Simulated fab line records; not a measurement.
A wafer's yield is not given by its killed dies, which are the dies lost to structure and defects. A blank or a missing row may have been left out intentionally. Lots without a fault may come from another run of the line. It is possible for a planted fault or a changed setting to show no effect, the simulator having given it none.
Which tool is to blame? + flow rit-cmos + 14 lots with 42 wafers sampled at 2 steps, on a route of 202 steps

## WHAT THE GAUGES SHOWED, per wafer
No reading from a measuring or inspecting step in the record can be judged against a usual standard deviation.

## WHICH TOOL RAN EACH LOT (tool, then ch and the chambers of the sampled wafers, then the start)
| lot  | RIT_GATE_ETCH_19                | RIT_M1_PROBE_99        |
|------|---------------------------------|------------------------|
| L918 | rie-si-01 ch 0,1,3, day 2 20:16 | prober-01, day 3 17:18 |
| L919 | rie-si-02 ch 2,3, day 3 01:28   | -                      |
| L922 | rie-si-01 ch 2,3, day 3 21:05   | -                      |
| L923 | rie-si-02 ch 1,3, day 4 03:29   | -                      |
| L924 | rie-si-01 ch 1,2, day 4 08:44   | -                      |
| L926 | rie-si-01 ch 2,3, day 4 12:42   | -                      |
| L927 | rie-si-02 ch 0,1, day 4 19:14   | -                      |
| L929 | rie-si-02 ch 0,1,3, day 5 04:38 | -                      |
| L930 | rie-si-01 ch 0,1, day 5 10:46   | -                      |
| L931 | rie-si-02 ch 0,2,3, day 5 14:33 | -                      |
| L932 | rie-si-01 ch 0,2, day 5 16:16   | prober-01, day 6 13:28 |
| L933 | rie-si-02 ch 0,2,3, day 5 22:20 | prober-02, day 6 18:50 |
| L934 | rie-si-01 ch 0,3, day 6 00:37   | prober-01, day 6 22:50 |
| L941 | rie-si-02 ch 0,1,3, day 7 14:43 | prober-02, day 8 11:49 |
- RIT_GATE_ETCH_19: etches poly-Si in SF6/CHF3/O2, stops on SiO2, time 165 s, target depth 312.5 nm.
- RIT_M1_PROBE_99

## AS READ BY THE TOOLS THEMSELVES (means over the sampled wafers that have a number; for cases with no such wafer, the mark the record gives instead)
RIT_GATE_ETCH_19.
| lot  | tool      | O2_flow_sccm (sccm) | drypump-motor-current-A (A) | oes-product-au (a.u.) | run-length-s (s) | throttle-valve-pct (%) |
|------|-----------|---------------------|-----------------------------|-----------------------|------------------|------------------------|
| L918 | rie-si-01 | 5.012               | 5.6                         | 0.854                 | 193.0            | 10.13                  |
| L919 | rie-si-02 | 5.004               | 6.0                         | 0.848                 | 193.1            | 10.44                  |
| L922 | rie-si-01 | 5.005               | 5.7                         | 0.854                 | 193.6            | 10.24                  |
| L923 | rie-si-02 | 4.994               | 5.8                         | 0.848                 | 192.9            | 10.41                  |
| L924 | rie-si-01 | 4.992               | 5.7                         | 0.864                 | 193.2            | 10.31                  |
| L926 | rie-si-01 | 5.012               | 5.5                         | 0.852                 | 193.5            | 10.15                  |
| L927 | rie-si-02 | 5.007               | 5.1                         | 0.848                 | 192.9            | 10.28                  |
| L929 | rie-si-02 | 4.983               | 5.4                         | 0.858                 | 193.1            | 10.37                  |
| L930 | rie-si-01 | 5.019               | 5.7                         | 0.835                 | 192.9            | 10.10                  |
| L931 | rie-si-02 | 5.004               | 5.7                         | 0.840                 | 193.2            | 10.39                  |
| L932 | rie-si-01 | 5.005               | 5.7                         | 0.701                 | 239.2            | 10.08                  |
| L933 | rie-si-02 | 4.997               | 5.6                         | 0.840                 | 193.0            | 10.41                  |
| L934 | rie-si-01 | 4.998               | 5.6                         | 0.704                 | 238.9            | 10.02                  |
| L941 | rie-si-02 | 5.014               | 5.4                         | 0.849                 | 193.1            | 10.38                  |

RIT_M1_PROBE_99.
| lot  | tool      | killed-at-contacts | killed-at-front-end | killed-dies | killed-open | killed-short |
|------|-----------|--------------------|---------------------|-------------|-------------|--------------|
| L918 | prober-01 | 0.0                | 7.0                 | 7.0         | 3.3         | 3.7          |
| L932 | prober-01 | 0.0                | 5.0                 | 5.0         | 2.3         | 2.7          |
| L933 | prober-02 | 0.0                | 6.0                 | 6.0         | 3.7         | 2.3          |
| L934 | prober-01 | 0.0                | 7.0                 | 7.0         | 4.0         | 3.0          |
| L941 | prober-02 | 0.0                | 6.7                 | 6.7         | 2.7         | 4.0          |

## THE ANSWER, worked out from the rows above alone
Rule: the usual values come from the lots themselves. Put in order of their means at a reading, lots are off if they are a third of the lots or fewer, leave a main group of 4 or more, and stand apart from it by a gap of 3 or more times the standard deviation of the main group's means; of several such gaps the widest counts. Not used: any main group whose means are identical at the precision the tables above print for the reading. Also off: a lot with no number at a reading for which 4 or more lots have one. The other lots that the step has rows for count as sound. First the gauges in route order, then the tools' own readings, where a lot's mean is used as printed above. At the first step where some lot is off, the reading lying furthest off is the one used; lots without a number count as furthest.
Off, at RIT_GATE_ETCH_19 on run-length-s: L932, L934. Main group: mean 193.1 s, sd 0.22.
If a tool, at that step or one of the process steps before it, ran each lot that is off and ran no sound lot following the first of them, it fits. One candidate fits, namely rie-si-01 at RIT_GATE_ETCH_19. Its last sound lot is L930 (day 5 10:46), its first lot that is off L932 (day 5 16:16): a fault that began between those two fits.
The tool's own readings at RIT_GATE_ETCH_19 bear it out: on the lots that are off they differ by more than 5 times the standard deviation of the sound lots' means. oes-product-au reads 0.702 a.u. there against 0.849 a.u. on the sound lots; run-length-s reads 239.1 s there against 193.1 s on the sound lots.

## WHAT THE SIMULATOR HAD INSERTED
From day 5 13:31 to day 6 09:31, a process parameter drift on rie-si-01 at RIT_GATE_ETCH_19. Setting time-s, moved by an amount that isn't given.
Lots struck among those shown: L932, L934. The rule above found the same.
